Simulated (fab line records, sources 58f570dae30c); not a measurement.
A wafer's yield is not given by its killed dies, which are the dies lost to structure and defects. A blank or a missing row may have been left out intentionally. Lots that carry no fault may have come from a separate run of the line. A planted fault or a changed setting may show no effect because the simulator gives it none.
fab line records | flow berkeleyCmos170 | part 2 of 2: steps 28 to 36 of 36
record lots=5 wafers=15 lastDay=12
route steps=331 shown FIELD@89 SACOX@97 SCREENOX@100 NVT@104 PVT@115
lots with no fault: from the same line, run without faults
startH: hours from the record's first day to the start of the lot's first wafer shown | waitH: hours elapsed since this lot's preceding step | " same as the row above | L1.1+2: one row covering several wafers at once | - either no value or no given start | * or withheld: withheld | < > ~ a bound
route shown NAME@n: NAME is a module with steps in the file, n the number in the route of the first one | usual: mean/standard deviation of fault-free wafers | same: alike in all rows | chamber/n: place in a boat | sites: readings site by site | _std_site: standard deviation across them | _edge_site: outer sites' mean less inner sites' | radiusMm: for every site, how far away it sits from the centre of the wafer | mask NAME#n: copy n | behind: the last tool/chamber to shape the wafer | hold: why the lot went on hold/how many hours it stayed there/how the hold came to an end | device: transistor that didn't switch, given as n, p or np | end of line: the tests these same wafers got at the end of their route | a step with no rows: only its recipe | killed: at the first sort, the dies lost to defects and structure; wafer yield is something else | map: a wafer's dies, marking killed ones x, the rest . and places with no die _
set.NAME: the run value of the setting; set.NAME@STEP: its run value at that earlier step | model.NAME: the simulator's own value behind a step, which no gauge read
lots seen at some steps along the route; tables by step, rows by wafer
services: a tool's chamber out of use, with start hour (startH, from the record's first day; less than 0 if before it), hours out, and reason
## steps
# step UCB170_PVT_COAT_01
# recipe resist=KrF spinRpm=1500 resistThkNm=900
# usual exhaustPa=45.0/0.86 resistLineTempC=23.02/0.1 spinSpeedRpm=1499.9/0.91
# columns lot.wafer tool chamber startH waitH exhaustPa resistLineTempC spinSpeedRpm
L076.3 lithoTrack-01 0 152.60 0.1 46.3 23.09 1501.5
L076.4 " 0 " " 45.9 22.89 1501.2
L076.5 " 0 " " 45.6 23.09 1499.9
L082.2 lithoTrack-01 0 177.57 0.1 43.9 22.91 1500.0
L082.4 " 0 " " 45.4 23.17 1500.0
L082.5 " 0 " " 45.4 23.14 1499.3
L086.1 lithoTrack-02 0 195.27 0.1 45.4 22.96 1498.7
L086.3 " 0 " " 44.6 22.94 1501.6
L086.4 " 0 " " 44.6 22.95 1499.7
L091.3 lithoTrack-02 0 218.82 0.1 43.7 23.01 1500.5
L091.5 " 0 " " 44.2 22.91 1501.2
L091.6 " 0 " " 44.4 22.94 1499.3
L095.2 lithoTrack-01 0 236.72 0.1 45.9 23.09 1499.7
L095.3 " 0 " " 46.5 23.06 1499.7
L095.6 " 0 " " 45.9 22.96 1499.0
# step UCB170_PVT_SOFTBAKE_02
# recipe resist=KrF tempC=130 timeS=60
# usual exhaustPa=44.7/0.9 resistLineTempC=23.00/0.1
# columns lot.wafer tool chamber startH waitH exhaustPa resistLineTempC
L076.3 lithoTrack-01 0 152.75 0.1 44.3 22.88
L076.4 " 0 " " 45.6 22.98
L076.5 " 0 " " 44.3 22.95
L082.2 lithoTrack-01 0 177.72 0.1 44.8 23.29
L082.4 " 0 " " 45.4 22.96
L082.5 " 0 " " 45.3 23.08
L086.1 lithoTrack-02 0 195.42 0.1 45.4 22.92
L086.3 " 0 " " 44.9 22.94
L086.4 " 0 " " 45.5 22.84
L091.3 lithoTrack-02 0 218.97 0.1 44.0 23.09
L091.5 " 0 " " 45.2 23.06
L091.6 " 0 " " 44.5 23.03
L095.2 lithoTrack-01 0 236.87 0.1 44.9 23.05
L095.3 " 0 " " 43.4 22.85
L095.6 " 0 " " 44.4 22.98
# step UCB170_PVT_EXPOSE_03
# recipe maskId=NWELL targetCdNm=3000 na=0.5 sigmaOuter=0.6 sourceShape=conventional doseMj=30
# columns lot.wafer tool chamber startH waitH mask
L076.3+4+5 krfScanner-01 0 153.08 0.3 NWELL#0
L082.2+4+5 krfScanner-01 0 178.02 0.3 NWELL#0
L086.1+3+4 krfScanner-02 0 195.57 0.1 NWELL#0
L091.3+5+6 krfScanner-01 0 219.16 0.2 NWELL#0
L095.2+3+6 krfScanner-01 0 237.01 0.1 NWELL#0
# step UCB170_PVT_PEB_04
# recipe pebTempC=130 pebTimeS=withheld resist=KrF
# usual exhaustPa=45.0/0.78 resistLineTempC=23.00/0.11
# columns lot.wafer tool chamber startH waitH exhaustPa resistLineTempC
L076.3 lithoTrack-01 0 153.35 0.2 45.8 22.87
L076.4 " 0 " " 45.3 22.85
L076.5 " 0 " " 44.7 22.98
L082.2 lithoTrack-02 0 178.14 0.1 44.2 22.88
L082.4 " 0 " " 44.6 23.04
L082.5 " 0 " " 45.7 23.07
L086.1 lithoTrack-01 0 195.90 0.3 44.7 23.05
L086.3 " 0 " " 45.1 23.14
L086.4 " 0 " " 44.1 23.15
L091.3 lithoTrack-01 0 219.38 0.2 45.3 22.98
L091.5 " 0 " " 45.9 22.96
L091.6 " 0 " " 45.2 23.02
L095.2 lithoTrack-02 0 237.31 0.3 44.0 22.85
L095.3 " 0 " " 44.9 22.84
L095.6 " 0 " " 45.1 22.85
# step UCB170_PVT_DEVELOP_05
# recipe developer=TMAH developTimeS=45 resist=KrF devTempC=21
# usual exhaustPa=45.1/0.87 resistLineTempC=23.00/0.099
# columns lot.wafer tool chamber startH waitH exhaustPa resistLineTempC
L076.3 lithoTrack-01 0 - - 45.4 23.08
L076.4 " 0 " " 45.1 23.10
L076.5 " 0 " " 44.4 22.98
L082.2 lithoTrack-02 0 - - 44.7 22.98
L082.4 " 0 " " 44.8 22.89
L082.5 " 0 " " 43.7 22.99
L086.1 lithoTrack-01 0 - - 45.6 23.05
L086.3 " 0 " " 47.0 23.04
L086.4 " 0 " " 46.2 23.09
L091.3 lithoTrack-01 0 - - 46.1 22.95
L091.5 " 0 " " 46.2 23.18
L091.6 " 0 " " 45.7 23.04
L095.2 lithoTrack-02 0 - - 46.6 23.07
L095.3 " 0 " " 45.0 22.83
L095.6 " 0 " " 45.6 22.91
# step UCB170_PVT_OVL_MEAS_06
# usual PVT_OVL=-2/5.4
# columns lot.wafer tool chamber startH waitH PVT_OVL[nm]
L076.3 overlay-01 - 153.58 - 6
L076.4 " - " " 1
L076.5 " - " " 3
L082.2 overlay-02 - 178.39 - 1
L082.4 " - " " 4
L082.5 " - " " 2
L086.1 overlay-02 - 196.18 - -15
L086.3 " - " " -12
L086.4 " - " " -5
L091.3 overlay-02 - 219.62 - 0
L091.5 " - " " -2
L091.6 " - " " 1
L095.2 overlay-02 - 237.56 - 0
L095.3 " - " " 3
L095.6 " - " " 1
# step UCB170_PVT_IMPLANT_07
# recipe species=P doseCm2=2e+12 energyKev=30 tiltDeg=7
# usual beamOnS=10.03/0.21 doseIonsCm2=2e+12/2.2e+09
# same implantIonAmu=31
# columns lot.wafer tool chamber startH waitH beamOnS doseIonsCm2
L076.3 implanter-03 0 153.66 0.1 9.84 2.0013e+12
L076.4 " 0 " " 10.00 1.9971e+12
L076.5 " 0 " " 10.37 1.9977e+12
L082.2 implanter-03 0 178.45 0.0 10.26 1.9996e+12
L082.4 " 0 " " 10.15 1.9988e+12
L082.5 " 0 " " 10.00 1.9992e+12
L086.1 implanter-04 0 196.21 0.0 9.85 1.9991e+12
L086.3 " 0 " " 9.85 1.9999e+12
L086.4 " 0 " " 10.23 2.0008e+12
L091.3 implanter-01 0 219.69 0.1 9.95 2.0016e+12
L091.5 " 0 " " 10.01 2.0033e+12
L091.6 " 0 " " 9.93 2.0014e+12
L095.2 implanter-01 0 237.62 0.0 10.31 2.0017e+12
L095.3 " 0 " " 9.64 1.9993e+12
L095.6 " 0 " " 10.30 1.9995e+12
# step UCB170_PVT_STRIP_08
# recipe chemistry=O2 powerW=400 pressureMtorr=3500 platenTempC=withheld o2FlowSccm=400 overashFraction=0.5
# usual drypumpMotorCurrentA=6.23/0.27 oesProductAu=0.735/0.0044 stripTimeToEndpointS=21.61/0.065
# columns lot.wafer tool chamber startH waitH drypumpMotorCurrentA oesProductAu rfHoursCounterH stripTimeToEndpointS
L076.3 plasmaAsher-04 1 153.79 0.1 6.00 0.736 - 21.59
L076.4 " 0 " " 5.73 0.737 - 21.65
L076.5 " 1 " " 5.96 0.737 - 21.47
L082.2 plasmaAsher-01 1 178.57 0.1 6.29 0.734 41 21.61
L082.4 " 1 " " 6.31 0.735 - 21.64
L082.5 " 0 " " 6.20 0.740 - 21.72
L086.1 plasmaAsher-04 1 196.36 0.1 5.99 0.733 45 21.72
L086.3 " 1 " " 5.98 0.734 - 21.64
L086.4 " 0 " " 5.74 0.739 - 21.61
L091.3 plasmaAsher-01 1 219.83 0.1 6.35 0.738 - 21.55
L091.5 " 0 " " 6.21 0.735 - 21.59
L091.6 " 1 " " 6.33 0.744 - 21.62
L095.2 plasmaAsher-04 1 237.74 0.1 5.99 0.732 51 21.71
L095.3 " 1 " " 5.99 0.742 - 21.73
L095.6 " 0 " " 5.71 0.741 - 21.72
# step UCB170_PVT_TW_MEAS_09
# usual PVT_TW=515/5.6
# columns lot.wafer tool chamber startH waitH PVT_TW
L076.3 filmMetro-04 - 153.88 0.1 504
L076.4 " - " " 503
L076.5 " - " " 505
L082.2 filmMetro-01 - 178.68 0.1 515
L082.4 " - " " 514
L082.5 " - " " 516
L086.1 filmMetro-04 - 196.46 0.1 505
L086.3 " - " " 506
L086.4 " - " " 507
L091.3 filmMetro-01 - 219.91 0.1 512
L091.5 " - " " 514
L091.6 " - " " 514
L095.2 filmMetro-01 - 237.85 0.1 513
L095.3 " - " " 511
L095.6 " - " " 514
## services
# columns tool chamber startH hours kind
implanter-03 - 99.57 4.0 repair
implanter-02 - 108.67 4.3 pm
plasmaAsher-03 - 108.75 9.0 pm
krfScanner-01 - 110.50 4.0 pm
furnace-04 - 113.56 4.4 pm
plasmaAsher-03 - 121.00 0.4 repair
furnace-02 - 126.89 4.3 pm
implanter-03 - 126.92 1.9 pm
krfScanner-02 - 134.86 0.3 repair
krfScanner-01 - 143.11 1.0 pm
furnace-04 - 143.70 2.4 pm
krfScanner-02 - 148.27 0.4 repair
plasmaAsher-04 - 169.08 2.8 pm
krfScanner-02 - 180.71 2.8 repair
krfScanner-02 - 191.50 1.3 repair
krfScanner-01 - 196.63 0.8 pm
krfScanner-02 - 197.38 1.3 pm
krfScanner-01 - 205.12 1.3 pm
krfScanner-02 - 211.72 0.8 pm
plasmaAsher-01 - 211.73 2.3 repair
krfScanner-02 - 216.63 1.0 pm
krfScanner-02 - 218.26 6.2 repair
implanter-01 - 226.04 2.4 pm
krfScanner-01 - 231.62 0.2 repair
